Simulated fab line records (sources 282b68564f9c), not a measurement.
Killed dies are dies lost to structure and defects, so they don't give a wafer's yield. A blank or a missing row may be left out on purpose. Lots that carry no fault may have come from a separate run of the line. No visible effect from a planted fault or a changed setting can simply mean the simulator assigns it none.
Struck lot and sound lot, side by side ; flow rit cmos ; 15 steps out of a route of 202
Sound: these wafers, L911.3, L911.5, L911.6. Wafers L926.3, L926.4, L926.5 were the ones struck. The cause comes at the end.
At each step with rows: each side's tool, then ch and its chambers, then its first start. Under that, the readings that differ: sound wafers ; struck wafers ; difference of the means ; sigmas: that difference in standard deviations of wafers without a fault.
alike: readings whose means differ by less than 2 such deviations, and words and numbers that are the same on both sides. not compared: withheld readings, readings that some wafer has no value for, bounds like >300 that may hide the same value, and numbers for which the record gives no deviation and whose values overlap.
The two part at a step that has a row with sigmas, a row that says differs or no value, or rows on one side only. Numbers that don't overlap but have no deviation are shown without sigmas and don't part them. Lack of a reading on every wafer of one side parts them only where that side has two or more wafers.

first, 4 steps without rows for these wafers: RIT_GATE_SOFTBAKE_12 (time 60 s); RIT_GATE_EXPOSE_13 (exposes mask M6, target cd 150 nm); RIT_GATE_PEB_14; RIT_GATE_DEVELOP_15 (develop time 50 s).
RIT_GATE_CD_MEAS_16: the cd target is 150 nm.
  sound on cd sem-02 at day 3 15:02; struck on cd sem-02 at day 6 13:53
  alike: cd nm
RIT_GATE_OVL_MEAS_17:
  sound on overlay-01 at day 3 15:07; struck on overlay-02 at day 6 13:59
  alike: GATE_OVL
then, 1 step without rows for these wafers: RIT_GATE_HARDBAKE_18 (time 60 s).
RIT_GATE_ETCH_19: etches poly-Si in SF6/CHF3/O2, stops on SiO2, time 165 s, target depth 312.5 nm.
  sound on rie si-02 ch 0,1, day 3 15:19; struck on rie si-01 ch 1,2, day 6 14:09
  alike: drypump motor current A, oes product au, throttle valve pct
  not compared: rf hours counter h
RIT_GATE_STRIP_20: strips in O2, time 180 s.
  sound on plasma asher-04 ch 0,1, day 3 15:29; struck on plasma asher-04 ch 0,1, day 6 14:19
  alike: drypump motor current A, rf refl power W
  not compared: rf hours counter h
RIT_GATE_CD_MEAS_90: the cd target is 150 nm.
  sound on cd sem-01 at day 3 15:38; struck on cd sem-01 at day 6 14:29
  alike: cd nm
then, 2 steps without rows for these wafers: RIT_REOX_CLEAN_00 (cleans in SC1, time 600 s); RIT_REOX_CLEAN_01 (cleans in dHF, time 30 s).
RIT_REOX_CLEAN_02: cleans in SC2, time 600 s.
  sound on wet bench-01 ch 1, day 3 16:05; struck on wet bench-01 ch 0, day 6 14:45
reading;sound;struck;difference;sigmas
run length s (s);635.4 635.4 635.4;512.5 512.5 512.5;-122.9;-42
then, 1 step without rows for these wafers: RIT_REOX_OXIDATION_03 (target thk 25.2 nm, ox time 5580 s).
RIT_M1_PROBE_99:
  sound on prober-01 at day 4 11:18; struck on prober-01 at day 7 11:03
  alike: killed at contacts, killed at front end, killed dies, killed open, killed short

== WHERE THEY PART ==
Within this record, at RIT_REOX_CLEAN_02 only. Later steps at which nothing parts them and some readings are alike: RIT_M1_PROBE_99.

WHY: the cause the simulator had injected
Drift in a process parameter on wet bench-01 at RIT_REOX_CLEAN_02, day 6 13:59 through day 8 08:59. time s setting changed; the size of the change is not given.
